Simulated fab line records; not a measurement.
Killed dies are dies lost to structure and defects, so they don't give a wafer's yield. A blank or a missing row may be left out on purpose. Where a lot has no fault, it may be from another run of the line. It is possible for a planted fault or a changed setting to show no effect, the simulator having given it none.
Which of the tools did it? / flow berkeley_cmos170 / 18 wafers sampled from 6 lots at 1 step of a route of 331

== WHAT THE GAUGES SHOWED, per wafer ==
UCB170_SILICIDE_RS_MEAS_02: the measuring method here is four-point-probe.
lot=L926; measured=day 7 08:23; on=film_metro-03; SILICIDE_TI_RS (ohm/sq)=26.6 27.1 26.7
lot=L925; measured=day 7 08:48; on=film_metro-01; SILICIDE_TI_RS (ohm/sq)=26.6 27.2 26.5
lot=L931; measured=day 8 11:53; on=film_metro-03; SILICIDE_TI_RS (ohm/sq)=26.6 26.7 26.4
lot=L939; measured=day 10 08:24; on=film_metro-04; SILICIDE_TI_RS (ohm/sq)=27.4 27.0 27.3
lot=L941; measured=day 10 23:06; on=film_metro-01; SILICIDE_TI_RS (ohm/sq)=27.2 26.8 27.1
lot=L944; measured=day 11 12:51; on=film_metro-03; SILICIDE_TI_RS (ohm/sq)=26.8 26.2 26.3

== WHICH TOOL RAN EACH LOT (tool, then ch and the chambers of the sampled wafers, then the start) ==
Record: no process step prior to these readings.

== THE ANSWER, worked out from the rows above alone ==
Rule: the usual values come from the lots themselves. The widest of any qualifying gaps counts: lots, ordered by their means at a reading, are off when they make up no more than a third of the lots, leave a main group of 4 or more, and stand apart from it by 3 or more times the standard deviation of that group's means. A main group is skipped when, at the precision printed for the reading in the tables above, its means are all equal. A lot without any number at a reading at which 4 lots or more have one is off too. The other lots that the step has rows for count as sound.
Nothing can be told from this: no lot is off at any reading shown.

== WHAT THE SIMULATOR HAD PUT IN ==
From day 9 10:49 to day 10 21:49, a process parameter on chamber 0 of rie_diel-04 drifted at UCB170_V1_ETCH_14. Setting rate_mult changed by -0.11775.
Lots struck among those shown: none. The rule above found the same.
